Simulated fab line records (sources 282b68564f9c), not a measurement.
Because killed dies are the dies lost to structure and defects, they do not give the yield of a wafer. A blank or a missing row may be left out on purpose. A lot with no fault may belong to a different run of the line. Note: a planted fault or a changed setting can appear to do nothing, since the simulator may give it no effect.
fab line records ; flow rit_cmos
record: lots: 15; wafers: 45; last_day: 7
route steps=202 shown ACTIVE@1 PWELL@45 NRETRO@56 PRETRO@66 M1@202
lots untouched by any fault: they come from a run of this same line in which no faults occurred
start_h: hours from the record's first day to the start of the lot's first wafer shown ; wait_h: how many hours have passed since the lot's step before this one ; " the same as in the row above ; L1.1+2: a single row standing in for several wafers ; - value missing, or start not given ; * or withheld: withheld ; < > ~ a bound
route shown NAME@n: names a module that has steps shown in the file, with the first one's number in the route ; usual: mean/standard deviation of fault-free wafers ; same: alike in all rows ; chamber/n: place in a boat ; sites: the reading at each site ; _std_site: the values' standard deviation ; _edge_site: outer sites' mean less inner sites' ; radius_mm: how far each site lies from the wafer's centre ; mask NAME#n: copy n ; behind: tool/chamber where the wafer was last shaped ; hold: what put the lot on hold/how long, in hours/how the hold closed ; device: which transistor (n, p or np) failed to switch ; end of line: the tests these same wafers got at the end of their route ; step lacking rows: just its recipe ; killed: dies lost to structure and defects at the first sort, not the wafer's yield ; map: shows each die of a wafer: x if killed, . if not, _ if none is there
set.NAME: setting as actually run; set.NAME@STEP: the setting as run at that earlier step ; model.NAME: the simulator's own value behind a step, which no gauge read
steps of the route over a sample of lots; a table a step, a row a wafer
services: when a tool's chamber went out of use (start_h, in hours from the record's first day, below 0 if earlier), for how many hours, and the reason
== steps ==
step: RIT_ACTIVE_BOW_MEAS_00
recipe: mode: bow
usual: INCOMING_BOW: -1/6.6
lot.wafer;tool;chamber;start_h;wait_h;INCOMING_BOW[um]
L490.2;film_metro-01;-;10.02;-;-12
L490.3;film_metro-01;-;10.02;-;-9
L490.6;film_metro-01;-;10.02;-;-2
L492.2;film_metro-04;-;20.02;-;-15
L492.3;film_metro-04;-;20.02;-;-3
L492.6;film_metro-04;-;20.02;-;9
L493.1;film_metro-04;-;25.00;-;0
L493.3;film_metro-04;-;25.00;-;-8
L493.6;film_metro-04;-;25.00;-;5
L494.3;film_metro-01;-;30.04;-;-2
L494.4;film_metro-01;-;30.04;-;4
L494.5;film_metro-01;-;30.04;-;8
L496.3;film_metro-04;-;40.04;-;1
L496.5;film_metro-04;-;40.04;-;3
L496.6;film_metro-04;-;40.04;-;9
L497.1;film_metro-02;-;45.00;-;8
L497.2;film_metro-02;-;45.00;-;6
L497.5;film_metro-02;-;45.00;-;-6
L498.1;film_metro-01;-;50.00;-;0
L498.5;film_metro-01;-;50.00;-;-2
L498.6;film_metro-01;-;50.00;-;7
L500.3;film_metro-01;-;60.04;-;4
L500.4;film_metro-01;-;60.04;-;-2
L500.6;film_metro-01;-;60.04;-;-2
L501.1;film_metro-02;-;65.00;-;-8
L501.4;film_metro-02;-;65.00;-;0
L501.6;film_metro-02;-;65.00;-;-6
L502.1;film_metro-01;-;70.00;-;-5
L502.2;film_metro-01;-;70.00;-;3
L502.4;film_metro-01;-;70.00;-;4
L503.1;film_metro-01;-;75.00;-;5
L503.2;film_metro-01;-;75.00;-;15
L503.5;film_metro-01;-;75.00;-;0
L505.2;film_metro-04;-;85.02;-;-1
L505.3;film_metro-04;-;85.02;-;-11
L505.5;film_metro-04;-;85.02;-;3
L506.3;film_metro-04;-;90.04;-;-11
L506.5;film_metro-04;-;90.04;-;3
L506.6;film_metro-04;-;90.04;-;-2
L508.1;film_metro-01;-;100.00;-;-3
L508.2;film_metro-01;-;100.00;-;1
L508.4;film_metro-01;-;100.00;-;-5
L509.1;film_metro-01;-;105.00;-;10
L509.3;film_metro-01;-;105.00;-;7
L509.6;film_metro-01;-;105.00;-;2
step: RIT_PWELL_OVL_MEAS_06
usual: PWELL_OVL: -0.2/1.4
lot.wafer;tool;chamber;start_h;wait_h;PWELL_OVL[nm]
L490.2;overlay-01;-;22.83;-;0.3
L490.3;overlay-01;-;22.83;-;0.1
L490.6;overlay-01;-;22.83;-;1.0
L492.2;overlay-01;-;32.02;-;-3.0
L492.3;overlay-01;-;32.02;-;-1.4
L492.6;overlay-01;-;32.02;-;-0.1
L493.1;overlay-02;-;37.49;-;-0.7
L493.3;overlay-02;-;37.49;-;-1.1
L493.6;overlay-02;-;37.49;-;-1.0
L494.3;overlay-02;-;41.96;-;1.2
L494.4;overlay-02;-;41.96;-;2.2
L494.5;overlay-02;-;41.96;-;1.0
L496.3;overlay-01;-;52.13;-;-1.0
L496.5;overlay-01;-;52.13;-;1.2
L496.6;overlay-01;-;52.13;-;-0.3
L497.1;overlay-02;-;56.95;-;2.4
L497.2;overlay-02;-;56.95;-;0.7
L497.5;overlay-02;-;56.95;-;2.0
L498.1;overlay-01;-;63.39;-;1.2
L498.5;overlay-01;-;63.39;-;1.1
L498.6;overlay-01;-;63.39;-;2.7
L500.3;overlay-02;-;71.99;-;-0.2
L500.4;overlay-02;-;71.99;-;-1.1
L500.6;overlay-02;-;71.99;-;0.0
L501.1;overlay-02;-;78.24;-;1.3
L501.4;overlay-02;-;78.24;-;-0.9
L501.6;overlay-02;-;78.24;-;1.2
L502.1;overlay-02;-;81.93;-;-2.1
L502.2;overlay-02;-;81.93;-;-2.7
L502.4;overlay-02;-;81.93;-;-0.8
L503.1;overlay-01;-;87.44;-;-1.4
L503.2;overlay-01;-;87.44;-;-2.5
L503.5;overlay-01;-;87.44;-;0.5
L505.2;overlay-01;-;97.06;-;-0.2
L505.3;overlay-01;-;97.06;-;-1.5
L505.5;overlay-01;-;97.06;-;-0.3
L506.3;overlay-01;-;102.22;-;0.2
L506.5;overlay-01;-;102.22;-;0.2
L506.6;overlay-01;-;102.22;-;-0.5
L508.1;overlay-02;-;111.85;-;0.6
L508.2;overlay-02;-;111.85;-;-1.5
L508.4;overlay-02;-;111.85;-;1.9
L509.1;overlay-02;-;118.66;-;-1.2
L509.3;overlay-02;-;118.66;-;-2.8
L509.6;overlay-02;-;118.66;-;-2.5
step: RIT_NRETRO_EXPOSE_03
recipe: mask_id: M4; na: 0.57; target_cd_nm: 43900; dose_mj: 250
same: na: 0.57
lot.wafer;tool;chamber;start_h;wait_h;mask
L490.2+3+6;iline_stepper-01;0;29.81;0.1;M4#0
L492.2+3+6;iline_stepper-01;0;38.58;0.1;M4#0
L493.1+3+6;iline_stepper-01;0;44.08;0.1;M4#0
L494.3+4+5;iline_stepper-02;0;49.33;0.2;M4#0
L496.3+5+6;iline_stepper-01;0;59.45;0.1;M4#0
L497.1+2+5;iline_stepper-02;0;63.52;0.2;M4#0
L498.1+5+6;iline_stepper-02;0;70.22;0.1;M4#0
L500.3+4+6;iline_stepper-01;0;78.46;0.1;M4#0
L501.1+4+6;iline_stepper-02;0;84.81;0.2;M4#0
L502.1+2+4;iline_stepper-01;0;88.50;0.2;M4#0
L503.1+2+5;iline_stepper-01;0;94.93;0.1;M4#0
L505.2+3+5;iline_stepper-02;0;103.82;0.2;M4#0
L506.3+5+6;iline_stepper-02;0;108.80;0.1;M4#0
L508.1+2+4;iline_stepper-01;0;118.79;0.1;M4#0
L509.1+3+6;iline_stepper-01;0;125.11;0.1;M4#0
step: RIT_NRETRO_OVL_MEAS_06
usual: NRETRO_OVL: -0.1/2
lot.wafer;tool;chamber;start_h;wait_h;NRETRO_OVL[nm]
L490.2;overlay-01;-;30.23;-;2.7
L490.3;overlay-01;-;30.23;-;1.3
L490.6;overlay-01;-;30.23;-;1.2
L492.2;overlay-01;-;39.26;-;3.2
L492.3;overlay-01;-;39.26;-;1.8
L492.6;overlay-01;-;39.26;-;2.2
L493.1;overlay-02;-;44.51;-;0.9
L493.3;overlay-02;-;44.51;-;0.3
L493.6;overlay-02;-;44.51;-;0.9
L494.3;overlay-02;-;49.73;-;-2.1
L494.4;overlay-02;-;49.73;-;-0.5
L494.5;overlay-02;-;49.73;-;-3.0
L496.3;overlay-01;-;59.85;-;1.1
L496.5;overlay-01;-;59.85;-;0.5
L496.6;overlay-01;-;59.85;-;0.0
L497.1;overlay-02;-;63.95;-;-1.6
L497.2;overlay-02;-;63.95;-;-2.7
L497.5;overlay-02;-;63.95;-;-2.8
L498.1;overlay-02;-;70.65;-;-2.5
L498.5;overlay-02;-;70.65;-;-1.9
L498.6;overlay-02;-;70.65;-;-1.6
L500.3;overlay-01;-;78.86;-;1.9
L500.4;overlay-01;-;78.86;-;2.6
L500.6;overlay-01;-;78.86;-;1.8
L501.1;overlay-01;-;85.24;-;-183.1
L501.4;overlay-01;-;85.24;-;-180.9
L501.6;overlay-01;-;85.24;-;-183.2
L502.1;overlay-02;-;88.93;-;-0.2
L502.2;overlay-02;-;88.93;-;0.3
L502.4;overlay-02;-;88.93;-;-0.6
L503.1;overlay-01;-;95.36;-;-0.8
L503.2;overlay-01;-;95.36;-;-0.1
L503.5;overlay-01;-;95.36;-;0.2
L505.2;overlay-01;-;104.24;-;-179.3
L505.3;overlay-01;-;104.24;-;-179.0
L505.5;overlay-01;-;104.24;-;-181.1
L506.3;overlay-02;-;109.20;-;-182.8
L506.5;overlay-02;-;109.20;-;-182.7
L506.6;overlay-02;-;109.20;-;-181.5
L508.1;overlay-02;-;119.22;-;1.8
L508.2;overlay-02;-;119.22;-;0.0
L508.4;overlay-02;-;119.22;-;0.8
L509.1;overlay-02;-;125.54;-;-0.1
L509.3;overlay-02;-;125.54;-;1.5
L509.6;overlay-02;-;125.54;-;0.8
step: RIT_PRETRO_SOFTBAKE_02
recipe: resist: NOVOLAK; temp_c: 90; time_s: 61.53
usual: plate_sensor_t_centre_C: 90.969/0.01; plate_sensor_t_edge_C: 91.020/0.0097
lot.wafer;tool;chamber;start_h;wait_h;plate_sensor_t_centre_C;plate_sensor_t_edge_C
L490.2;litho_track-03;0;31.22;0.1;90.965;91.021
L490.3;litho_track-03;0;31.22;0.1;90.968;91.028
L490.6;litho_track-03;0;31.22;0.1;90.970;91.011
L492.2;litho_track-01;0;40.25;0.1;90.977;91.012
L492.3;litho_track-01;0;40.25;0.1;90.977;91.020
L492.6;litho_track-01;0;40.25;0.1;90.968;91.023
L493.1;litho_track-01;0;45.64;0.1;90.965;91.024
L493.3;litho_track-01;0;45.64;0.1;90.973;91.029
L493.6;litho_track-01;0;45.64;0.1;90.967;91.021
L494.3;litho_track-01;0;50.74;0.1;90.978;91.031
L494.4;litho_track-01;0;50.74;0.1;90.974;91.021
L494.5;litho_track-01;0;50.74;0.1;90.962;91.031
L496.3;litho_track-03;0;60.86;0.1;90.974;91.020
L496.5;litho_track-03;0;60.86;0.1;90.957;91.022
L496.6;litho_track-03;0;60.86;0.1;90.954;90.996
L497.1;litho_track-03;0;65.06;0.1;90.980;91.011
L497.2;litho_track-03;0;65.06;0.1;90.986;91.027
L497.5;litho_track-03;0;65.06;0.1;90.970;91.012
L498.1;litho_track-03;0;71.62;0.1;90.962;91.003
L498.5;litho_track-03;0;71.62;0.1;90.974;91.009
L498.6;litho_track-03;0;71.62;0.1;90.977;91.026
L500.3;litho_track-02;0;79.87;0.1;90.978;91.023
L500.4;litho_track-02;0;79.87;0.1;90.974;91.024
L500.6;litho_track-02;0;79.87;0.1;90.961;91.006
L501.1;litho_track-02;0;86.21;0.1;90.975;91.021
L501.4;litho_track-02;0;86.21;0.1;90.961;91.007
L501.6;litho_track-02;0;86.21;0.1;90.945;91.006
L502.1;litho_track-01;0;89.90;0.1;90.968;91.013
L502.2;litho_track-01;0;89.90;0.1;90.983;91.006
L502.4;litho_track-01;0;89.90;0.1;90.951;91.006
L503.1;litho_track-03;0;96.33;0.1;90.972;91.011
L503.2;litho_track-03;0;96.33;0.1;90.960;91.022
L503.5;litho_track-03;0;96.33;0.1;90.975;91.025
L505.2;litho_track-02;0;105.23;0.1;90.975;91.022
L505.3;litho_track-02;0;105.23;0.1;90.975;91.009
L505.5;litho_track-02;0;105.23;0.1;90.973;91.027
L506.3;litho_track-02;0;110.21;0.1;90.968;91.037
L506.5;litho_track-02;0;110.21;0.1;90.976;91.020
L506.6;litho_track-02;0;110.21;0.1;90.990;91.024
L508.1;litho_track-01;0;120.19;0.1;90.967;91.020
L508.2;litho_track-01;0;120.19;0.1;90.975;91.046
L508.4;litho_track-01;0;120.19;0.1;90.968;91.016
L509.1;litho_track-03;0;126.51;0.1;90.966;91.021
L509.3;litho_track-03;0;126.51;0.1;90.988;91.028
L509.6;litho_track-03;0;126.51;0.1;90.977;91.037
step: RIT_M1_PROBE_99
usual: killed_at_contacts: 0.1/0.34; killed_at_front_end: 7/3; killed_dies: 7/3.1; killed_open: 3.4/1.9; killed_short: 3.4/2.1
same: gross_dies: 264; killed_at_M0_to_M3: 0; killed_at_M4_up: 0; killed_at_back_side: 0; killed_at_other: 0
lot.wafer;tool;chamber;start_h;wait_h;killed_at_contacts;killed_at_front_end;killed_dies;killed_open;killed_short
L490.2;prober-02;-;57.23;0.1;0;5;5;3;2
L490.3;prober-02;-;57.28;0.2;0;2;2;1;1
L490.6;prober-02;-;57.43;0.2;0;3;3;2;1
L496.3;prober-02;-;89.37;0.2;0;7;7;4;3
L496.5;prober-02;-;89.47;0.2;0;7;7;3;4
L496.6;prober-02;-;89.52;0.2;0;11;11;7;4
L497.1;prober-01;-;95.19;0.1;0;3;3;3;0
L497.2;prober-01;-;95.24;0.1;0;9;9;4;5
L497.5;prober-01;-;95.39;0.2;0;5;5;2;3
L501.1;prober-01;-;113.14;0.1;0;4;4;0;2
L501.4;prober-01;-;113.29;0.2;0;9;9;4;4
L501.6;prober-01;-;113.39;0.2;0;10;10;4;5
L505.2;prober-01;-;132.29;0.1;0;12;12;6;6
L505.3;prober-01;-;132.34;0.2;1;8;9;4;5
L505.5;prober-01;-;132.44;0.2;0;4;4;0;4
L506.3;prober-02;-;138.32;0.2;0;5;5;4;1
L506.5;prober-02;-;138.42;0.2;0;5;5;3;2
L506.6;prober-02;-;138.47;0.2;0;7;7;4;3
L509.1;prober-02;-;156.03;0.1;0;6;6;4;2
L509.3;prober-02;-;156.13;0.2;0;6;6;3;3
L509.6;prober-02;-;156.28;0.2;0;6;6;2;4
killed by level:class
L490.2 FOX1:geometric_particle:short=1 FOX1:geometric_particle:open=1 GATE:geometric_particle:open=1 GATE:geometric_particle:short=1 SPACER:geometric_particle:open=1
L490.3 FOX2:geometric_particle:open=1 GATE:geometric_particle:short=1
L490.6 GATE:geometric_particle:open=1 SPACER:geometric_particle:short=1 SILICIDE:geometric_particle:open=1
L496.3 GATE:geometric_particle:open=3 REOX:geometric_particle:short=3 FOX2:geometric_particle:open=1
L496.5 GATE:geometric_particle:short=2 REOX:geometric_particle:open=2 FOX2:geometric_particle:open=1 FOX2:geometric_particle:short=1 SILICIDE:geometric_particle:short=1
L496.6 SILICIDE:geometric_particle:open=3 FOX1:geometric_particle:short=2 FOX1:geometric_particle:open=1 GATE:geometric_particle:short=1 GATE:geometric_particle:open=1 REOX:geometric_particle:open=1 SPACER:geometric_particle:open=1 SILICIDE:geometric_particle:short=1
L497.1 GATE:geometric_particle:open=2 SPACER:geometric_particle:open=1
L497.2 GATE:geometric_particle:short=2 FOX1:geometric_particle:open=1 FOX1:geometric_particle:short=1 FOX2:geometric_particle:open=1 GATE:geometric_particle:open=1 REOX:geometric_particle:short=1 SILICIDE:geometric_particle:short=1 SILICIDE:geometric_particle:open=1
L497.5 ACTIVE:geometric_particle:short=1 FOX1:geometric_particle:short=1 GATE:geometric_particle:short=1 GATE:geometric_particle:open=1 REOX:geometric_particle:open=1
L501.1 FOX1:geometric_particle:short=2 NLDD:coat_microbubble_printed=1 PSD:coat_microbubble_printed=1
L501.4 FOX1:geometric_particle:short=2 SILICIDE:geometric_particle:open=2 FOX1:geometric_particle:open=1 GATE:geometric_particle:open=1 GATE:geometric_particle:short=1 REOX:geometric_particle:short=1 NSD:coat_microbubble_printed=1
L501.6 GATE:geometric_particle:short=3 FOX1:geometric_particle:short=2 FOX1:geometric_particle:open=1 FOX2:geometric_particle:open=1 GATE:geometric_particle:open=1 SPACER:geometric_particle:open=1 NSD:coat_microbubble_printed=1
L505.2 FOX2:geometric_particle:open=2 GATE:geometric_particle:short=2 REOX:geometric_particle:open=2 SILICIDE:geometric_particle:short=2 FOX1:geometric_particle:short=1 FOX2:geometric_particle:short=1 SPACER:geometric_particle:open=1 SILICIDE:geometric_particle:open=1
L505.3 FOX1:geometric_particle:open=3 FOX1:geometric_particle:short=2 SILICIDE:geometric_particle:short=2 GATE:geometric_particle:open=1 CONTACT:geometric_particle:short=1
L505.5 FOX2:geometric_particle:short=2 FOX1:geometric_particle:short=1 SPACER:geometric_particle:short=1
L506.3 FOX1:geometric_particle:open=2 FOX1:geometric_particle:short=1 GATE:geometric_particle:open=1 SPACER:geometric_particle:open=1
L506.5 FOX2:geometric_particle:open=2 FOX1:geometric_particle:short=1 GATE:geometric_particle:open=1 GATE:geometric_particle:short=1
L506.6 FOX2:geometric_particle:open=2 FOX2:geometric_particle:short=1 GATE:geometric_particle:short=1 GATE:geometric_particle:open=1 SPACER:geometric_particle:short=1 SILICIDE:geometric_particle:open=1
L509.1 SPACER:geometric_particle:open=3 GATE:geometric_particle:short=1 SILICIDE:geometric_particle:short=1 SILICIDE:geometric_particle:open=1
L509.3 FOX1:geometric_particle:short=1 FOX1:geometric_particle:open=1 GATE:geometric_particle:open=1 REOX:geometric_particle:short=1 REOX:geometric_particle:open=1 SPACER:geometric_particle:short=1
L509.6 GATE:geometric_particle:open=2 FOX2:geometric_particle:short=1 GATE:geometric_particle:short=1 REOX:geometric_particle:short=1 SPACER:geometric_particle:short=1
== services ==
tool;chamber;start_h;hours;kind
iline_stepper-01;-;9.14;5.6;repair
iline_stepper-02;-;58.13;2.1;pm
iline_stepper-02;-;60.22;-;consumable_replace:lamp
iline_stepper-01;0;79.40;-;calibration
iline_stepper-02;-;96.92;3.0;repair
litho_track-01;-;103.88;-;consumable_replace:filter
iline_stepper-01;-;107.89;1.7;pm
== key ==
first_sign: step: RIT_NRETRO_OVL_MEAS_06; reading: NRETRO_OVL; direction: down; sigmas: 91; usual: -0.1; struck: -181.5
effect none on later readings
met_at RIT_NRETRO_EXPOSE_03
struck_lots L501,L505,L506
tester_left_out L501,L505,L506
not_acting_at RIT_ACTIVE_BOW_MEAS_00,RIT_PWELL_OVL_MEAS_06,RIT_PRETRO_SOFTBAKE_02
onset_between 70.22 84.81
fault: kind: scanner_matching_overlay; tool: iline_stepper-02; chamber: -; onset_h: 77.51; steps: RIT_NRETRO_EXPOSE_03; offset: -180
tester_left_out: of these lots the tester's yield and bins aren't shown, on N5 and GAA mostly nor the transistor test; their killed dies are dies lost to structure and defects alone, not to doping, threshold or leakage, so they don't give the yield
